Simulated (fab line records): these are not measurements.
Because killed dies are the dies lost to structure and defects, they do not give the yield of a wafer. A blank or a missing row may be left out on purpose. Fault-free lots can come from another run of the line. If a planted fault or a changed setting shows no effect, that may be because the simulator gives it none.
Split-lot trial -- flow rit_cmos -- on a route of 202 steps: 5 lots, 23 wafers read

SPLIT DETAILS
At RIT_NWELL_IMPLANT_08, the setting dose_cm2 was moved away from the recipe's 5e+13 on 8 of the 23 wafers read, by -6.4% to +4.4%. The other wafers ran this setting at the recipe's value.

FROM THE SPLIT TO THE READING: what the file shows between them, 10 steps
- RIT_NWELL_STRIP_09: strips in O2, time 180 s
- RIT_NWELL_TW_MEAS_10
- RIT_PWELL_COAT_01: resist thk 1300 nm (also split here: spin_rpm)
- RIT_PWELL_SOFTBAKE_02: time 60 s
- RIT_PWELL_EXPOSE_03: exposes mask M3, target cd 43700 nm
- RIT_PWELL_DEVELOP_05: develop time 68 s
- RIT_PWELL_HARDBAKE_07: time 120 s
- RIT_PWELL_IMPLANT_08
- RIT_PWELL_STRIP_09: strips in O2, time 180 s
- RIT_WELLDRIVE_ANNEAL_00: time 14700 s

THE READING
At RIT_WELLDRIVE_RS_MEAS_01, a four-point-probe measurement gives NWELL_RS in ohm/sq. On this fab line, fault-free wafers typically give 275.9 ohm/sq with a standard deviation of 0.73 ohm/sq.

wafer,"tool, chamber at the split",dose_cm2 as run,against the recipe,"NWELL_RS, ohm/sq",against lot-mates on the recipe
L078.2,"implanter-01, 0",5e+13,recipe,275.4,-
L078.3,"implanter-01, 0",5e+13,recipe,275.1,-
L078.4,"implanter-01, 0",5e+13,recipe,275.6,-
L078.5,"implanter-01, 0",4.843e+13,-3.1%,280.4,+5.0
L078.6,"implanter-01, 0",4.843e+13,-3.1%,280.6,+5.2
L080.2,"implanter-01, 0",5e+13,recipe,276.3,-
L080.4,"implanter-01, 0",5e+13,recipe,276.1,-
L080.6,"implanter-01, 0",5e+13,recipe,275.8,-
L082.1,"implanter-03, 0",5e+13,recipe,275.6,-
L082.2,"implanter-03, 0",5.115e+13,+2.3%,270.6,-5.0
L082.3,"implanter-03, 0",5e+13,recipe,275.8,-
L082.4,"implanter-03, 0",5.115e+13,+2.3%,271.5,-4.1
L082.5,"implanter-03, 0",5e+13,recipe,275.3,-
L083.1,"implanter-03, 0",5e+13,recipe,275.9,-
L083.2,"implanter-03, 0",5e+13,recipe,276.2,-
L083.3,"implanter-03, 0",5e+13,recipe,276.2,-
L083.4,"implanter-03, 0",4.681e+13,-6.4%,287.0,+10.9
L083.6,"implanter-03, 0",4.681e+13,-6.4%,287.2,+11.1
L084.2,"implanter-03, 0",5.218e+13,+4.4%,269.4,-7.6
L084.3,"implanter-03, 0",5e+13,recipe,276.9,-
L084.4,"implanter-03, 0",5e+13,recipe,277.1,-
L084.5,"implanter-03, 0",5.218e+13,+4.4%,269.2,-7.8
L084.6,"implanter-03, 0",5e+13,recipe,277.0,-

THE FIT
A straight line over all 23 wafers: NWELL_RS changes by -1.68 ohm/sq for each +1% of dose_cm2; r = -0.99; the points scatter about the line by 0.7 ohm/sq.
The same after taking each lot's own level away (the mean of its wafers on the recipe; 23 wafers): -1.74 ohm/sq for each +1%; r = -1.00; scatter 0.27 ohm/sq.
The reading moves by 11 ohm/sq for the largest change in dose_cm2, on that fit.
The lots' own levels span 275.37 to 277.00 ohm/sq, that is 2.2 times the standard deviation above.
The two slopes are in agreement: the lot-to-lot level therefore moves the slope only a little.
Check: for one of the wafers moved furthest among these (-6.4%), held out of the fit, the line's prediction against its lot-mates is +11.1 ohm/sq. Against them it came out at +10.9 ohm/sq.

OTHER SPLITS APPLIED TO THESE WAFERS
Before the reading, these wafers also passed through other splits. Each is held against what the fit with the lots' levels taken away leaves over:
other split on the same wafers,wafers away from the commonest value,r with NWELL_RS (lot level and that fit taken away)
RIT_ACTIVE_COAT_06 spin_rpm,4,-0.38
RIT_FOX2_OXIDATION_00 temp_c,15,+0.21
RIT_NWELL_COAT_01 resist_thk_nm,5,+0.18
RIT_PWELL_COAT_01 spin_rpm,9,-0.09

THE WHOLE CHAIN: every reading that the file lists as answering this split, in the file's order
step,what it does,reading,change (the file's fit),r (the file's)
RIT_NWELL_TW_MEAS_10,,NWELL_TW,+7.71 for each +1% of the setting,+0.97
RIT_WELLDRIVE_RS_MEAS_01,measures by four-point-probe,NWELL_RS,-1.74 for each +1% of the setting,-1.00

THE FILE'S OWN FIT
NWELL_RS changes by -1.74 ohm/sq for each +1% of dose_cm2, r = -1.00.
